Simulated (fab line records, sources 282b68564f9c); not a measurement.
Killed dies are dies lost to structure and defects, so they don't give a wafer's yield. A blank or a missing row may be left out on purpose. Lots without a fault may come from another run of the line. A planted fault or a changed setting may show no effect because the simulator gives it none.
A struck lot beside a sound one | flow rit_cmos | 15 steps out of a route of 202
Sound: wafers L638.2, L638.3, L638.6. Struck: wafers L653.3, L653.5, L653.6. The cause comes at the end.
At each step with rows: each side's tool, then ch and its chambers, then its first start. Under that, the readings that differ: sound wafers | struck wafers | difference of the means | sigmas: that difference in standard deviations of wafers without a fault.
alike: readings whose means differ by less than 2 such deviations, and words and numbers that are the same on both sides. not compared: withheld readings, readings that some wafer has no value for, bounds like >300 that may hide the same value, and numbers for which the record gives no deviation and whose values overlap.
The two part at a step that has a row with sigmas, a row that says differs or no value, or rows on one side only. Numbers that don't overlap but have no deviation are shown without sigmas and don't part them. A reading that every wafer of one side lacks parts them only if that side has two wafers or more.

RIT_FOX2_THK_MEAS_01:
  sound on film_metro-04, day 2 17:26; struck on film_metro-04, day 5 18:33
  alike: FOX2_OXIDE_THK
then, 2 steps without rows for these wafers: RIT_FOX2_CLEAN_02 (cleans in dHF, time 180 s); RIT_FOX2_WET_ETCH_03 (etches Si3N4 in H3PO4, target depth 195 nm, time 2700 s).
RIT_FOX2_THK_MEAS_90:
  sound on film_metro-03, day 2 18:19; struck on film_metro-03, day 5 19:29
  alike: FIELD_OXIDE_LEFT_1_THK
then, 6 steps without rows for these wafers: RIT_NWELL_HMDS_00 (prime time 60 s); RIT_NWELL_COAT_01 (resist thk 1300 nm); RIT_NWELL_SOFTBAKE_02 (time 57.45 s); RIT_NWELL_EXPOSE_03 (exposes mask M2, target cd 43900 nm); RIT_NWELL_PEB_04; RIT_NWELL_DEVELOP_05 (develop time 68 s).
RIT_NWELL_OVL_MEAS_06:
  sound on overlay-02, day 2 19:18; struck on overlay-02, day 5 20:25
  alike: NWELL_OVL
then, 1 step without rows for these wafers: RIT_NWELL_HARDBAKE_07 (time 120 s).
RIT_NWELL_IMPLANT_08:
  sound on implanter-04 ch 0, day 2 19:37; struck on implanter-04 ch 0, day 5 20:45
  reading                   | sound                | struck               | difference | sigmas
  beam_energy_keV           | 169.95 169.93 169.97 | 178.18 178.28 178.22 | +8.28      | +99 or more
  model.implant.rp_nm (nm)  | 215.4 215.4 215.4    | 218.1 218.1 218.1    | +2.7       |
  model.implant.drp_nm (nm) | 68.82 68.82 68.82    | 71.32 71.32 71.32    | +2.50      |
  alike: end_station_pressure_torr, faraday_current_uA
RIT_NWELL_STRIP_09: strips in O2, time 180 s.
  sound on plasma_asher-02 ch 0, day 2 19:44; struck on plasma_asher-03 ch 0,1, day 5 20:55
  alike: drypump_motor_current_A, rf_refl_power_W
  not compared: rf_hours_counter_h
RIT_M1_PROBE_99:
  sound on prober-01, day 4 08:01; struck on prober-01, day 7 09:13
  alike: killed_at_contacts, killed_at_front_end, killed_dies, killed_open, killed_short
  not compared: model.etest.field_p_metal.vt_v, model.etest.field_p.vt_v

WHERE THEY PART
Only at RIT_NWELL_IMPLANT_08, within this record. Later steps at which nothing parts them and some readings are alike: RIT_NWELL_STRIP_09, RIT_M1_PROBE_99.

WHY: what the simulator had put in
Process parameter drift: implanter-04, from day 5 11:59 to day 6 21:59, at RIT_NWELL_IMPLANT_08. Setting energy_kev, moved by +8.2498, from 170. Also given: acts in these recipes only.
